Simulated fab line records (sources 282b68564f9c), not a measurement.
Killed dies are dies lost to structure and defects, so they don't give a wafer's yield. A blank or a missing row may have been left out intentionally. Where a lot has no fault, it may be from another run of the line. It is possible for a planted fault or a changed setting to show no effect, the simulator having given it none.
Split-lot trial / flow rit-cmos / on a route of 202 steps: 5 lots, 23 wafers read

== ABOUT THE SPLIT ==
At RIT_GATE_COAT_11 (resist thk 850 nm), the setting spin-rpm was moved away from the recipe's 4250 rpm on 5 of the 23 wafers read, by -2.3% to +5.2%. This setting was run at the recipe's value on the other wafers.

== FROM THE SPLIT TO THE READING: what the file shows between them, 2 steps ==
- RIT_GATE_SOFTBAKE_12: time 60 s
- RIT_GATE_EXPOSE_13: exposes mask M6, target cd 150 nm

== THE READING ==
NOVOLAK_of_GATE_COAT_11.thk-nm (the simulator's own value, which no gauge read), in nm, at RIT_GATE_HARDBAKE_18 (time 60 s). There is no usual value for it anywhere in the file. Here, 18 wafers ran the recipe; their average is 754.1 nm with a standard deviation of 1.4 nm.

wafer=L077.2; tool, chamber at the split=litho-track-01, 0; spin-rpm as run, rpm=4250; against the recipe=recipe; NOVOLAK_of_GATE_COAT_11.thk-nm, nm=751.6; against lot-mates on the recipe=-
wafer=L077.3; tool, chamber at the split=litho-track-01, 0; spin-rpm as run, rpm=4151; against the recipe=-2.3%; NOVOLAK_of_GATE_COAT_11.thk-nm, nm=760; against lot-mates on the recipe=+7.0
wafer=L077.4; tool, chamber at the split=litho-track-01, 0; spin-rpm as run, rpm=4250; against the recipe=recipe; NOVOLAK_of_GATE_COAT_11.thk-nm, nm=754.2; against lot-mates on the recipe=-
wafer=L077.5; tool, chamber at the split=litho-track-01, 0; spin-rpm as run, rpm=4151; against the recipe=-2.3%; NOVOLAK_of_GATE_COAT_11.thk-nm, nm=758.9; against lot-mates on the recipe=+5.9
wafer=L077.6; tool, chamber at the split=litho-track-01, 0; spin-rpm as run, rpm=4250; against the recipe=recipe; NOVOLAK_of_GATE_COAT_11.thk-nm, nm=753.3; against lot-mates on the recipe=-
wafer=L078.1; tool, chamber at the split=litho-track-04, 0; spin-rpm as run, rpm=4250; against the recipe=recipe; NOVOLAK_of_GATE_COAT_11.thk-nm, nm=752.9; against lot-mates on the recipe=-
wafer=L078.3; tool, chamber at the split=litho-track-04, 0; spin-rpm as run, rpm=4250; against the recipe=recipe; NOVOLAK_of_GATE_COAT_11.thk-nm, nm=754.2; against lot-mates on the recipe=-
wafer=L078.4; tool, chamber at the split=litho-track-04, 0; spin-rpm as run, rpm=4250; against the recipe=recipe; NOVOLAK_of_GATE_COAT_11.thk-nm, nm=754.7; against lot-mates on the recipe=-
wafer=L078.5; tool, chamber at the split=litho-track-04, 0; spin-rpm as run, rpm=4250; against the recipe=recipe; NOVOLAK_of_GATE_COAT_11.thk-nm, nm=753.6; against lot-mates on the recipe=-
wafer=L078.6; tool, chamber at the split=litho-track-04, 0; spin-rpm as run, rpm=4250; against the recipe=recipe; NOVOLAK_of_GATE_COAT_11.thk-nm, nm=753.3; against lot-mates on the recipe=-
wafer=L080.2; tool, chamber at the split=litho-track-01, 0; spin-rpm as run, rpm=4250; against the recipe=recipe; NOVOLAK_of_GATE_COAT_11.thk-nm, nm=752.3; against lot-mates on the recipe=-
wafer=L080.3; tool, chamber at the split=litho-track-01, 0; spin-rpm as run, rpm=4250; against the recipe=recipe; NOVOLAK_of_GATE_COAT_11.thk-nm, nm=753.2; against lot-mates on the recipe=-
wafer=L080.4; tool, chamber at the split=litho-track-01, 0; spin-rpm as run, rpm=4250; against the recipe=recipe; NOVOLAK_of_GATE_COAT_11.thk-nm, nm=753.7; against lot-mates on the recipe=-
wafer=L080.5; tool, chamber at the split=litho-track-01, 0; spin-rpm as run, rpm=4250; against the recipe=recipe; NOVOLAK_of_GATE_COAT_11.thk-nm, nm=754.3; against lot-mates on the recipe=-
wafer=L080.6; tool, chamber at the split=litho-track-01, 0; spin-rpm as run, rpm=4250; against the recipe=recipe; NOVOLAK_of_GATE_COAT_11.thk-nm, nm=752.6; against lot-mates on the recipe=-
wafer=L081.1; tool, chamber at the split=litho-track-04, 0; spin-rpm as run, rpm=4250; against the recipe=recipe; NOVOLAK_of_GATE_COAT_11.thk-nm, nm=756.6; against lot-mates on the recipe=-
wafer=L081.2; tool, chamber at the split=litho-track-04, 0; spin-rpm as run, rpm=4250; against the recipe=recipe; NOVOLAK_of_GATE_COAT_11.thk-nm, nm=755.7; against lot-mates on the recipe=-
wafer=L081.3; tool, chamber at the split=litho-track-04, 0; spin-rpm as run, rpm=4470; against the recipe=+5.2%; NOVOLAK_of_GATE_COAT_11.thk-nm, nm=736.8; against lot-mates on the recipe=-19.4
wafer=L081.4; tool, chamber at the split=litho-track-04, 0; spin-rpm as run, rpm=4470; against the recipe=+5.2%; NOVOLAK_of_GATE_COAT_11.thk-nm, nm=737.8; against lot-mates on the recipe=-18.4
wafer=L081.6; tool, chamber at the split=litho-track-04, 0; spin-rpm as run, rpm=4470; against the recipe=+5.2%; NOVOLAK_of_GATE_COAT_11.thk-nm, nm=738.1; against lot-mates on the recipe=-18.1
wafer=L083.4; tool, chamber at the split=litho-track-01, 0; spin-rpm as run, rpm=4250; against the recipe=recipe; NOVOLAK_of_GATE_COAT_11.thk-nm, nm=756.5; against lot-mates on the recipe=-
wafer=L083.5; tool, chamber at the split=litho-track-01, 0; spin-rpm as run, rpm=4250; against the recipe=recipe; NOVOLAK_of_GATE_COAT_11.thk-nm, nm=755; against lot-mates on the recipe=-
wafer=L083.6; tool, chamber at the split=litho-track-01, 0; spin-rpm as run, rpm=4250; against the recipe=recipe; NOVOLAK_of_GATE_COAT_11.thk-nm, nm=756.3; against lot-mates on the recipe=-

THE FIT
A straight line over all 23 wafers: NOVOLAK_of_GATE_COAT_11.thk-nm changes by -3.06 nm for each +1% of spin-rpm; r = -0.97; the points scatter about the line by 1.5 nm.
The same after taking each lot's own level away (the mean of its wafers on the recipe; 23 wafers): -3.46 nm for each +1%; r = -0.99; scatter 0.9 nm.
That fit puts the effect of the largest move of spin-rpm on the reading at 18 nm.
The lots' own levels span 753.03 to 756.15 nm, that is 2.2 times the standard deviation above.
So the slope is not independent of the lot-to-lot level: the two fits are not the same.
Check: for one of the wafers moved furthest among these (+5.2%), held out of the fit, the line's prediction against its lot-mates is -17.6 nm. It came out at -19.4 nm against them.

== THE WHOLE CHAIN: every reading that the file lists as answering this split, in the file's order ==
step=RIT_GATE_COAT_11; what it does=resist thk 850 nm; reading=NOVOLAK_of_GATE_COAT_11.thk-nm (the simulator's own value, which no gauge read); change (the file's fit)=-3.95 nm for each +1% of the setting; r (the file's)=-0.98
step=RIT_GATE_HARDBAKE_18; what it does=time 60 s; reading=NOVOLAK_of_GATE_COAT_11.thk-nm (the simulator's own value, which no gauge read); change (the file's fit)=-3.45 nm for each +1% of the setting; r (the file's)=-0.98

== FILE'S OWN FIT ==
NOVOLAK_of_GATE_COAT_11.thk-nm changes by -3.45 nm for each +1% of spin-rpm, r = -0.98.
